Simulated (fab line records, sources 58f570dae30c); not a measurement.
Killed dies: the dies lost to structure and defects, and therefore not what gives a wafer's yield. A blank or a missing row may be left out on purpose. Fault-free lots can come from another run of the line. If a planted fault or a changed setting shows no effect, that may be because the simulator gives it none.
Matching of chambers :: flow berkeleyCmos170 :: 3 sister chambers for UCB170_V2_CVD_00 on pecvd-01
The step deposits SiO2 from TEOS/O2, target thk 2000 nm, time 250 s. 3 wafers are shown with their chamber, then 7 later ones without.

== EACH WAFER AND ITS CHAMBER ==
wafer: L990.4
chamber: 0
heaterPowerW (W): 335

wafer: L100.2
chamber: 1
heaterPowerW (W): 191

wafer: L100.4
chamber: 2
heaterPowerW (W): 178

== WAFERS WITH NO CHAMBER GIVEN ==
wafer: L100.5
heaterPowerW (W): 246

wafer: L103.3
heaterPowerW (W): 353

wafer: L103.4
heaterPowerW (W): 168

wafer: L103.5
heaterPowerW (W): 177

wafer: L102.1
heaterPowerW (W): 312

wafer: L102.3
heaterPowerW (W): 237

wafer: L102.4
heaterPowerW (W): 180

== THE CHAMBER EACH PASSED THROUGH ==
wafer: L100.5
from the rows above: can't be placed: 1 or 2 or 0
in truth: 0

wafer: L103.3
from the rows above: 0
in truth: 0

wafer: L103.4
from the rows above: can't be placed: 2 or 1
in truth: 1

wafer: L103.5
from the rows above: can't be placed: 2 or 1
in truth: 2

wafer: L102.1
from the rows above: 0
in truth: 0

wafer: L102.3
from the rows above: can't be placed: 1 or 2 or 0
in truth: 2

wafer: L102.4
from the rows above: can't be placed: 2 or 1
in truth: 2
Placed correctly: 2 of 7. Can't be placed from these rows: 5 (the true chamber is among the candidates in 5). 0 placed wrongly.
How it was worked out, from the rows above alone: a wafer's distance from a chamber is the root of the sum, over the readings, of the square of ((its reading less the chamber's mean) divided by the reading's scatter). The wafer belongs to the nearest chamber; if the next one is less than 2 further off, it can't be placed. For every chamber, the mean is computed from those of its wafers that are shown. The scatter: root of mean squared gap, hidden wafer to nearest shown wafer, with one shown wafer a chamber.
